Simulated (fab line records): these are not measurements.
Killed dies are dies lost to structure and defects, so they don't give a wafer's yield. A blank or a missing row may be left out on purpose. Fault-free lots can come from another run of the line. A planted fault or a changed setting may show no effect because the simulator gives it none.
Shared-tool check	flow berkeleyCmos170	Sample size 14 lots and 42 wafers

## REASON IT WAS OPENED
At UCB170_PLDD_CD_MEAS_06 the reading cdNm is flagged on 2 of 14 lots. No-fault wafers: 1200.3 nm, standard deviation 1.4.
Rule: a lot is flagged when every wafer of it that has a number lies more than 4 standard deviations from that mean, or none has a number. As for the other lots, they are considered sound.

lot	measured	on	cdNm (nm), wafer by wafer	flag
L825	day 7 00:26	cdSem-01	1201.9 1201.6 1201.7	
L822	day 7 00:42	cdSem-01	1200.6 1199.9 1200.9	
L824	day 7 00:59	cdSem-01	1200.5 1200.5 1200.6	
L823	day 7 01:04	cdSem-02	1201.6 1201.7 1202.8	
L827	day 7 10:22	cdSem-02	1200.6 1201.0 1201.2	
L826	day 7 10:38	cdSem-01	1200.1 1199.3 1199.9	
L832	day 8 09:52	cdSem-02	1199.0 1199.7 1199.1	
L833	day 8 21:18	cdSem-01	1204.2 1204.5 1202.3	
L834	day 8 22:02	cdSem-01	1198.8 1199.6 1199.0	
L835	day 9 02:42	cdSem-01	1211.1 1211.3 1211.2	FLAGGED
L836	day 9 03:03	cdSem-02	1198.7 1197.4 1198.0	
L837	day 9 13:53	cdSem-02	1210.5 1212.8 1210.8	FLAGGED
L841	day 10 10:02	cdSem-01	1197.4 1197.5 1199.4	
L843	day 10 19:29	cdSem-01	1201.6 1201.5 1201.7	
On average the flagged lots' numbers are 1211.3 nm, which is +11.0 nm against the usual, or +8 standard deviations.

## LOT BY LOT: THE TOOL USED
The record holds 1 process step before the reading, out of a route of 331 steps. Each cell gives the tool, then ch followed by the chambers the sampled wafers passed through, then the start.
lot	flag	UCB170_PLDD_SOFTBAKE_02
L825		lithoTrack-02 ch 0, day 6 23:43
L822		lithoTrack-04 ch 0, day 6 23:50
L824		lithoTrack-02 ch 0, day 7 00:11
L823		lithoTrack-04 ch 0, day 7 00:16
L827		lithoTrack-04 ch 0, day 7 09:07
L826		lithoTrack-03 ch 0, day 7 09:29
L832		lithoTrack-04 ch 0, day 8 08:49
L833		lithoTrack-04 ch 0, day 8 20:36
L834		lithoTrack-04 ch 0, day 8 21:03
L835	FLAGGED	lithoTrack-04 ch 0, day 9 02:10
L836		lithoTrack-03 ch 0, day 9 02:23
L837	FLAGGED	lithoTrack-04 ch 0, day 9 12:47
L841		lithoTrack-02 ch 0, day 10 09:10
L843		lithoTrack-03 ch 0, day 10 18:56
What these steps do:
- UCB170_PLDD_SOFTBAKE_02: time 60 s.
- UCB170_PLDD_CD_MEAS_06: target cd 1200 nm.

## FLAGGED OVER TOTAL, TOOL BY TOOL (the gauges that took the reading come last)
step	tool	lots run	flagged	share of the flagged lots	sound lots run after its first flagged lot
UCB170_PLDD_SOFTBAKE_02	lithoTrack-02	3	0	none	-
UCB170_PLDD_SOFTBAKE_02	lithoTrack-03	3	0	none	-
UCB170_PLDD_SOFTBAKE_02	lithoTrack-04	8	2	all	0
UCB170_PLDD_CD_MEAS_06	cdSem-01	9	1	some	2 (L841,L843)
UCB170_PLDD_CD_MEAS_06	cdSem-02	5	1	some	0

## WHAT THE TABLE ALLOWS
Rows of the table that ran each flagged lot: 1, that is lithoTrack-04 at UCB170_PLDD_SOFTBAKE_02.
- lithoTrack-04 at UCB170_PLDD_SOFTBAKE_02 ran 8 lots, 2 of them flagged. It ran its last sound lot, L834, at day 8 21:03 and its first flagged lot, L835, at day 9 02:10: a fault with its onset between the two fits. Its own readings (heaterPowerTotalW, plateTempC) fall more than 4 standard deviations out on all wafers of the flagged lots.
Just one tool remains: lithoTrack-04 at UCB170_PLDD_SOFTBAKE_02.

## WHAT WAS PUT IN BY THE SIMULATOR
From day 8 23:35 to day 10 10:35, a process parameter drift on lithoTrack-04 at UCB170_PLDD_SOFTBAKE_02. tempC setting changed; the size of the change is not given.
Shown lots that were struck: L835, L837. This agrees with what the rule above found.
